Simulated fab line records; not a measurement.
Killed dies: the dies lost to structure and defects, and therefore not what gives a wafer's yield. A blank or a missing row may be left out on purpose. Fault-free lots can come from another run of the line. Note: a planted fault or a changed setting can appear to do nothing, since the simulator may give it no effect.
Lot-split experiment :: flow rit cmos :: on a route of 202 steps: 5 lots, 23 wafers read

== THE SPLIT ==
At RIT_GATE_CVD_08 (deposits poly-Si from SiH4, target thk 250 nm, time 2220 s), the setting time s was moved away from the recipe's 2220 s on 10 of the 23 wafers read, by +7.3% to +13.2%. For the rest of the wafers, this setting stayed at what the recipe calls for.

There is no step in the file separating the split from the reading.

== THE READING ==
At RIT_GATE_THK_MEAS_09: GATE_POLY_THK, given in nm. On this fab line, fault-free wafers typically give 250 nm with a standard deviation of 3.4 nm.

wafer: L074.1
tool, chamber at the split: -, -
time s as run, s: 2382
against the recipe: +7.3%
GATE_POLY_THK, nm: 274
against lot-mates on the recipe: no lot-mate on the recipe

wafer: L074.2
tool, chamber at the split: -, -
time s as run, s: 2382
against the recipe: +7.3%
GATE_POLY_THK, nm: 273
against lot-mates on the recipe: no lot-mate on the recipe

wafer: L074.3
tool, chamber at the split: -, -
time s as run, s: 2382
against the recipe: +7.3%
GATE_POLY_THK, nm: 274
against lot-mates on the recipe: no lot-mate on the recipe

wafer: L074.4
tool, chamber at the split: -, -
time s as run, s: 2382
against the recipe: +7.3%
GATE_POLY_THK, nm: 272
against lot-mates on the recipe: no lot-mate on the recipe

wafer: L074.5
tool, chamber at the split: -, -
time s as run, s: 2382
against the recipe: +7.3%
GATE_POLY_THK, nm: 274
against lot-mates on the recipe: no lot-mate on the recipe

wafer: L075.1
tool, chamber at the split: -, -
time s as run, s: 2513
against the recipe: +13.2%
GATE_POLY_THK, nm: 282
against lot-mates on the recipe: no lot-mate on the recipe

wafer: L075.3
tool, chamber at the split: -, -
time s as run, s: 2513
against the recipe: +13.2%
GATE_POLY_THK, nm: 283
against lot-mates on the recipe: no lot-mate on the recipe

wafer: L075.4
tool, chamber at the split: -, -
time s as run, s: 2513
against the recipe: +13.2%
GATE_POLY_THK, nm: 281
against lot-mates on the recipe: no lot-mate on the recipe

wafer: L075.5
tool, chamber at the split: -, -
time s as run, s: 2513
against the recipe: +13.2%
GATE_POLY_THK, nm: 279
against lot-mates on the recipe: no lot-mate on the recipe

wafer: L075.6
tool, chamber at the split: -, -
time s as run, s: 2513
against the recipe: +13.2%
GATE_POLY_THK, nm: 280
against lot-mates on the recipe: no lot-mate on the recipe

wafer: L076.1
tool, chamber at the split: lpcvd-01, 0
time s as run, s: 2220
against the recipe: recipe
GATE_POLY_THK, nm: 253
against lot-mates on the recipe: -

wafer: L076.3
tool, chamber at the split: lpcvd-01, 0
time s as run, s: 2220
against the recipe: recipe
GATE_POLY_THK, nm: 251
against lot-mates on the recipe: -

wafer: L076.5
tool, chamber at the split: lpcvd-01, 0
time s as run, s: 2220
against the recipe: recipe
GATE_POLY_THK, nm: 252
against lot-mates on the recipe: -

wafer: L082.1
tool, chamber at the split: -, -
time s as run, s: 2220
against the recipe: recipe
GATE_POLY_THK, nm: 248
against lot-mates on the recipe: -

wafer: L082.3
tool, chamber at the split: -, -
time s as run, s: 2220
against the recipe: recipe
GATE_POLY_THK, nm: 249
against lot-mates on the recipe: -

wafer: L082.4
tool, chamber at the split: -, -
time s as run, s: 2220
against the recipe: recipe
GATE_POLY_THK, nm: 248
against lot-mates on the recipe: -

wafer: L082.5
tool, chamber at the split: -, -
time s as run, s: 2220
against the recipe: recipe
GATE_POLY_THK, nm: 245
against lot-mates on the recipe: -

wafer: L082.6
tool, chamber at the split: -, -
time s as run, s: 2220
against the recipe: recipe
GATE_POLY_THK, nm: 249
against lot-mates on the recipe: -

wafer: L084.2
tool, chamber at the split: -, -
time s as run, s: 2220
against the recipe: recipe
GATE_POLY_THK, nm: 248
against lot-mates on the recipe: -

wafer: L084.3
tool, chamber at the split: -, -
time s as run, s: 2220
against the recipe: recipe
GATE_POLY_THK, nm: 245
against lot-mates on the recipe: -

wafer: L084.4
tool, chamber at the split: -, -
time s as run, s: 2220
against the recipe: recipe
GATE_POLY_THK, nm: 246
against lot-mates on the recipe: -

wafer: L084.5
tool, chamber at the split: -, -
time s as run, s: 2220
against the recipe: recipe
GATE_POLY_THK, nm: 247
against lot-mates on the recipe: -

wafer: L084.6
tool, chamber at the split: -, -
time s as run, s: 2220
against the recipe: recipe
GATE_POLY_THK, nm: 246
against lot-mates on the recipe: -

FIT RESULTS
A straight line over all 23 wafers: GATE_POLY_THK changes by +2.63 nm for each +1% of time s; r = +0.97; the points scatter about the line by 3.6 nm.
Too few moved wafers have a lot-mate on the recipe to fit a line with each lot's own level taken away.

== THE WHOLE CHAIN: every reading that the file lists as answering this split, in the file's order ==
step: RIT_GATE_CVD_08
what it does: deposits poly-Si from SiH4, target thk 250 nm, time 2220 s
reading: poly-Si_of_GATE_CVD_08.thk nm (the simulator's own value, which no gauge read)
change (the file's fit): +2.64 nm for each +1% of the setting
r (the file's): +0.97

step: RIT_GATE_THK_MEAS_09
what it does: 
reading: GATE_POLY_THK
change (the file's fit): +2.64 for each +1% of the setting
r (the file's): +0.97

== FILE'S OWN FIT ==
GATE_POLY_THK changes by +2.64 nm for each +1% of time s, r = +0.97.
